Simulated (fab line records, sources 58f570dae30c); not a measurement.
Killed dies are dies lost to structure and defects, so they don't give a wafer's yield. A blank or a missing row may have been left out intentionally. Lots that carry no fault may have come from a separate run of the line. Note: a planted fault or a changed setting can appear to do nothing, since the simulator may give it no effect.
Which tool is to blame? -- flow berkeley cmos170 -- Sampling: 15 lots, 45 wafers, 5 of 331 route steps

WHAT THE GAUGES READ, wafer by wafer
UCB170_SDANNEAL_RS_MEAS_03: uses a four-point probe to measure. Usual: for NSD_RS the level is 37.27 ohm/sq and the standard deviation is 0.097.
lot,measured,on,NSD_RS (ohm/sq),flag
L274,day 8 10:01,film metro-01,37.32 37.38 37.34,
L277,day 8 10:58,film metro-02,37.15 37.11 37.11,
L275,day 8 11:04,film metro-04,37.25 37.24 37.11,
L276,day 8 11:12,film metro-01,37.37 37.29 37.20,
L279,day 8 14:22,film metro-01,37.16 37.18 37.23,
L278,day 8 14:43,film metro-02,37.38 37.29 37.33,
L281,day 9 09:55,film metro-02,37.26 37.33 37.22,
L282,day 9 10:18,film metro-04,37.31 37.28 37.33,
L283,day 9 10:33,film metro-01,37.23 37.25 37.34,
L285,day 9 22:37,film metro-04,37.17 37.22 37.19,
L284,day 10 04:16,film metro-04,37.38 37.20 37.24,
L294,day 11 17:51,film metro-02,37.23 37.31 37.20,
L291,day 11 17:53,film metro-04,37.30 37.29 37.32,
L295,day 12 04:44,film metro-01,37.40 37.46 37.40,
L296,day 12 04:59,film metro-02,37.49 37.42 37.40,

UCB170_SILICIDE_THK_MEAS_03: measures by xrf. Usual: for SILICIDE_TI_THK the level is 30.8 nm and the standard deviation is 0.36.
lot,measured,on,SILICIDE_TI_THK (nm),flag
L274,day 8 10:34,film metro-04,31.2 31.2 31.4,
L277,day 8 11:32,film metro-02,30.9 30.3 30.5,
L275,day 8 11:38,film metro-04,31.1 31.4 31.2,
L276,day 8 11:49,film metro-02,30.9 30.9 31.2,
L279,day 8 14:57,film metro-04,30.8 30.5 31.2,
L278,day 8 15:18,film metro-04,30.3 30.9 30.9,
L281,day 9 10:34,film metro-02,30.4 30.4 30.1,
L282,day 9 10:52,film metro-02,30.4 30.6 30.5,
L283,day 9 11:07,film metro-02,30.8 31.1 31.2,
L285,day 9 23:11,film metro-04,30.7 30.7 31.2,
L284,day 10 04:50,film metro-03,31.1 31.3 31.1,
L294,day 11 18:26,film metro-03,31.1 31.0 30.9,
L291,day 11 18:27,film metro-02,30.8 30.8 30.8,
L295,day 12 05:19,film metro-04,30.8 31.0 30.7,
L296,day 12 05:34,film metro-03,31.1 31.3 31.0,

UCB170_CONTACT_THK_MEAS_02. Usual: for CONTACT_PSG_THK the level is 700 nm and the standard deviation is 6.
lot,measured,on,CONTACT_PSG_THK (nm),flag
L274,day 8 13:43,film metro-02,702 693 697,
L277,day 8 13:39,film metro-01,695 694 697,
L275,day 8 15:25,film metro-02,699 701 704,
L276,day 8 15:25,film metro-01,705 708 704,
L279,day 8 17:25,film metro-01,709 707 702,
L278,day 8 19:07,film metro-01,706 712 702,
L281,day 9 12:45,film metro-03,697 692 694,
L282,day 9 14:31,film metro-03,695 694 693,
L283,day 9 14:31,film metro-02,700 695 695,
L285,day 10 01:19,film metro-02,685 683 686,
L284,day 10 06:58,film metro-03,698 694 695,
L294,day 11 20:42,film metro-03,636 638 628,OFF
L291,day 11 20:43,film metro-02,627 634 625,OFF
L295,day 12 07:26,film metro-02,634 625 631,OFF
L296,day 12 07:40,film metro-03,702 699 699,

EACH LOT AND THE TOOL THAT RAN IT (in order: tool; ch and the chambers of the sampled wafers; start)
lot,UCB170_SDANNEAL_RTA_01,UCB170_CONTACT_CVD_01
L274,"rtp anneal-01 ch 0, day 8 09:49","lpcvd-02 ch 0, day 8 11:01"
L277,"rtp anneal-01 ch 0, day 8 10:47","lpcvd-01 ch 1, day 8 11:50"
L275,"rtp anneal-01 ch 0, day 8 10:53","lpcvd-01 ch 1, day 8 13:38"
L276,"rtp anneal-01 ch 0, day 8 11:01","lpcvd-01 ch 0, day 8 13:38"
L279,"rtp anneal-01 ch 0, day 8 14:11","lpcvd-02 ch 0, day 8 15:38"
L278,"rtp anneal-01 ch 0, day 8 14:32","lpcvd-01 ch 1, day 8 17:20"
L281,"rtp anneal-01 ch 0, day 9 09:40","lpcvd-02 ch 0, day 9 10:57"
L282,"rtp anneal-01 ch 0, day 9 10:04","lpcvd-02 ch 0, day 9 12:44"
L283,"rtp anneal-01 ch 0, day 9 10:19","lpcvd-02 ch 1, day 9 12:44"
L285,"rtp anneal-01 ch 0, day 9 22:25","lpcvd-01 ch 0, day 9 23:30"
L284,"rtp anneal-02 ch 0, day 10 04:00","lpcvd-02 ch 0, day 10 05:10"
L294,"rtp anneal-01 ch 0, day 11 17:41","lpcvd-02 ch 1, day 11 18:55"
L291,"rtp anneal-02 ch 0, day 11 17:41","lpcvd-02 ch 0, day 11 18:55"
L295,"rtp anneal-02 ch 0, day 12 04:34","lpcvd-02 ch 1, day 12 05:38"
L296,"rtp anneal-01 ch 0, day 12 04:48","lpcvd-01 ch 0, day 12 05:53"
- UCB170_SDANNEAL_RTA_01: time 5 s.
- UCB170_CONTACT_CVD_01: deposits PSG from SiH4/O2/PH3, target thk 700 nm, time 2820 s.

AS READ BY THE TOOLS THEMSELVES (means over the sampled wafers that have a number; for cases with no such wafer, the mark the record gives instead)
UCB170_SDANNEAL_RTA_01. Usual: lamp power pct 37 %, standard deviation 3.4; wafer_temp_C_max 1056.6, standard deviation 1.5.
lot,tool,lamp power pct (%),wafer_temp_C_max,flag
L274,rtp anneal-01,40,1056.6,
L277,rtp anneal-01,40,1054.8,
L275,rtp anneal-01,40,1057.8,
L276,rtp anneal-01,40,1055.4,
L279,rtp anneal-01,40,1056.4,
L278,rtp anneal-01,40,1057.4,
L281,rtp anneal-01,40,1055.7,
L282,rtp anneal-01,40,1056.0,
L283,rtp anneal-01,40,1056.7,
L285,rtp anneal-01,40,1056.0,
L284,rtp anneal-02,33,1056.9,
L294,rtp anneal-01,40,1056.6,
L291,rtp anneal-02,33,1056.8,
L295,rtp anneal-02,33,1059.9,
L296,rtp anneal-01,40,1056.1,

UCB170_CONTACT_CVD_01. Usual: o2 flow sccm 89.95 sccm, standard deviation 0.25; susceptor temp C 449.98 C, standard deviation 0.25.
lot,tool,o2 flow sccm (sccm),susceptor temp C (C),flag
L274,lpcvd-02,89.58,449.84,
L277,lpcvd-01,89.84,449.79,
L275,lpcvd-01,89.99,449.89,
L276,lpcvd-01,90.05,449.99,
L279,lpcvd-02,90.00,449.99,
L278,lpcvd-01,90.14,450.17,
L281,lpcvd-02,90.12,449.71,
L282,lpcvd-02,89.95,450.16,
L283,lpcvd-02,89.78,450.08,
L285,lpcvd-01,89.81,450.06,
L284,lpcvd-02,90.05,449.80,
L294,lpcvd-02,72.10,450.08,OFF
L291,lpcvd-02,71.86,450.12,OFF
L295,lpcvd-02,71.72,450.12,OFF
L296,lpcvd-01,89.96,450.01,

THE ANSWER, worked out from the rows above alone
Rule: a lot counts as off when the mean over its wafers that have a number is more than 3 standard deviations away from the usual mean. A lot without any number at a reading at which 4 lots or more have one is off too. Any other lot the step has rows for is counted as sound. First the gauges in route order, then the tools' own readings, where a lot's mean is used as printed above. At the first step where some lot is off, the reading lying furthest off is the one used; lots without a number count as furthest.
Off: L294, L291, L295, at UCB170_CONTACT_THK_MEAS_02 (CONTACT_PSG_THK).
If a tool, at a process step before that reading, ran all the lots that are off and no sound lot after the first of them, it fits. The gauges at UCB170_CONTACT_THK_MEAS_02 aren't tried: what is off there is off at UCB170_CONTACT_CVD_01 too, on other tools, and a gauge's error can't cause that. One candidate fits, namely lpcvd-02 at UCB170_CONTACT_CVD_01. Its last sound lot is L284 (day 10 05:10), its first lot that is off L291 (day 11 18:55): a fault that began between those two fits.
On the lots that are off, the tool's own readings at UCB170_CONTACT_CVD_01 differ by more than 5 times the standard deviation of the sound lots' means, which bears it out; o2 flow sccm reads 71.89 sccm there versus 89.94 sccm on the sound lots.

WHAT HAD BEEN PUT IN BY THE SIMULATOR
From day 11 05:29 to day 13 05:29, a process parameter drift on lpcvd-02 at UCB170_CONTACT_CVD_01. Setting o2 flow sccm, moved by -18, from 90.
Lots struck among those shown: L294, L291, L295. The rule above reached the same finding.
